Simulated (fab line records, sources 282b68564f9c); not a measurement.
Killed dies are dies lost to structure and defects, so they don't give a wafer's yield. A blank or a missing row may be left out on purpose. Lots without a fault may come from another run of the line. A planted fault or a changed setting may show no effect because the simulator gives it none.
Split-lot experiment | flow rit_cmos | 5 lots, 23 wafers read, on a route of 202 steps

THE SPLIT
At RIT_GATE_DEVELOP_15 (develop time 50 s), the setting develop_time_s was moved away from the recipe's 50 s on 10 of the 23 wafers read, by -11.1% to +13.4%. The other wafers ran this setting at the recipe's value.

FROM THE SPLIT TO THE READING: what the file shows between them, 5 steps
- RIT_GATE_HARDBAKE_18: time 60 s
- RIT_GATE_ETCH_19: etches poly-Si in SF6/CHF3/O2, stops on SiO2, time 165 s, target depth 312.5 nm
- RIT_REOX_OXIDATION_03: target thk 25.2 nm, ox time 5580 s (also split here: ox_time_s)
- RIT_REOX_THK_MEAS_04
- RIT_PLDD_IMPLANT_08 (also split here: energy_kev)

THE READING
etest.nmos_0p15.drive_ua_um (the simulator's own value, which no gauge read), at RIT_M1_PROBE_99. The file gives no usual value for it. The 13 wafers here that ran the recipe average 420.8, standard deviation 39.

wafer  | tool, chamber at the split | develop_time_s as run, s | against the recipe | etest.nmos_0p15.drive_ua_um | against lot-mates on the recipe
L074.2 | litho_track-04, 0          | 52.2                     | +4.4%              | 520.7                       | +62.7
L074.3 | litho_track-04, 0          | 50                       | recipe             | 465.6                       | -
L074.4 | litho_track-04, 0          | 52.2                     | +4.4%              | 479.7                       | +21.6
L074.5 | litho_track-04, 0          | 50                       | recipe             | 450.5                       | -
L074.6 | litho_track-04, 0          | 52.2                     | +4.4%              | 509.4                       | +51.3
L076.1 | litho_track-01, 0          | 50                       | recipe             | 391.8                       | -
L076.2 | litho_track-01, 0          | 50                       | recipe             | 404.7                       | -
L076.3 | litho_track-01, 0          | 54.62                    | +9.2%              | 472.6                       | +71.9
L076.4 | litho_track-01, 0          | 54.62                    | +9.2%              | 461.3                       | +60.6
L076.6 | litho_track-01, 0          | 50                       | recipe             | 405.6                       | -
L077.1 | litho_track-04, 0          | 56.69                    | +13.4%             | 523.5                       | +126.5
L077.2 | litho_track-04, 0          | 56.69                    | +13.4%             | 497.5                       | +100.5
L077.3 | litho_track-04, 0          | 50                       | recipe             | 386.1                       | -
L077.5 | litho_track-04, 0          | 50                       | recipe             | 407.8                       | -
L077.6 | litho_track-04, 0          | 56.69                    | +13.4%             | 478.7                       | +81.7
L082.2 | litho_track-02, 0          | 50                       | recipe             | 371.2                       | -
L082.3 | litho_track-02, 0          | 44.47                    | -11.1%             | 315.7                       | -63.2
L082.4 | litho_track-02, 0          | 44.47                    | -11.1%             | 316.9                       | -62.0
L082.5 | litho_track-02, 0          | 50                       | recipe             | 369.1                       | -
L082.6 | litho_track-02, 0          | 50                       | recipe             | 396.4                       | -
L083.1 | litho_track-02, 0          | 50                       | recipe             | 470.4                       | -
L083.3 | litho_track-02, 0          | 50                       | recipe             | 477.8                       | -
L083.4 | litho_track-02, 0          | 50                       | recipe             | 472.9                       | -

THE FIT
A straight line over all 23 wafers: etest.nmos_0p15.drive_ua_um changes by +7.35 for each +1% of develop_time_s; r = +0.78; the points scatter about the line by 39.
The same after taking each lot's own level away (the mean of its wafers on the recipe; 23 wafers): +7.04 for each +1%; r = +0.96; scatter 13.
On that fit, the largest move of develop_time_s shifts the reading by 94.
The lots' own levels span 378.90 to 473.70, that is 2.4 times the standard deviation above.
So the lot-to-lot level blurs the effect unless lot-mates are compared.
Check: with one of the wafers moved furthest among these (+13.4%) left out of the fit, the line predicts +92.4 for it against its lot-mates. It came out at +127 against them.

OTHER SPLITS ON THESE WAFERS
These wafers also went through other splits before the reading. Each is held against what the fit with the lots' levels taken away leaves over:
other split on the same wafers   | wafers away from the commonest value | r with etest.nmos_0p15.drive_ua_um (lot level and that fit taken away)
RIT_ACTIVE_CVD_03 nh3_flow_sccm  | 18                                   | -0.11
RIT_ACTIVE_ETCH_13 rf_w          | 10                                   | +0.04
RIT_FOX1_WET_ETCH_02 time_s      | 18                                   | +0.06
RIT_PWELL_COAT_01 resist_thk_nm  | 7                                    | -0.21
RIT_PWELL_IMPLANT_08 energy_kev  | 8                                    | +0.44
RIT_PRETRO_SOFTBAKE_02 temp_c    | 11                                   | -0.15
RIT_PRETRO_IMPLANT_08 energy_kev | 10                                   | +0.10
RIT_GATE_OXIDATION_05 temp_c     | 15                                   | -0.03
RIT_GATE_COAT_11 resist_thk_nm   | 8                                    | -0.53
RIT_REOX_OXIDATION_03 ox_time_s  | 18                                   | -0.16
RIT_PLDD_IMPLANT_08 energy_kev   | 7                                    | -0.39

THE WHOLE CHAIN: every reading that the file lists as answering this split, in the file's order
step             | what it does                                                                    | reading                                                                        | change (the file's fit)              | r (the file's)
RIT_GATE_ETCH_19 | etches poly-Si in SF6/CHF3/O2, stops on SiO2, time 165 s, target depth 312.5 nm | GATE.cd_nm (the simulator's own value, which no gauge read)                    | -1.61 nm for each +1% of the setting | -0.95
RIT_M1_PROBE_99  |                                                                                 | etest.pmos_0p3.r_on_ohm_um (the simulator's own value, which no gauge read)    | -43.4 for each +1% of the setting    | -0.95
RIT_M1_PROBE_99  |                                                                                 | etest.pmos_turned.r_on_ohm_um (the simulator's own value, which no gauge read) | -46.7 for each +1% of the setting    | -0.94
RIT_M1_PROBE_99  |                                                                                 | etest.pmos_0p15.r_on_ohm_um (the simulator's own value, which no gauge read)   | -46 for each +1% of the setting      | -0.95
RIT_M1_PROBE_99  |                                                                                 | etest.nmos_0p3.r_on_ohm_um (the simulator's own value, which no gauge read)    | -12.3 for each +1% of the setting    | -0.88
RIT_M1_PROBE_99  |                                                                                 | etest.nmos_0p15.drive_ua_um (the simulator's own value, which no gauge read)   | +7.09 for each +1% of the setting    | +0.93

THE FILE'S OWN FIT
etest.nmos_0p15.drive_ua_um changes by +7.09 for each +1% of develop_time_s, r = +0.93.
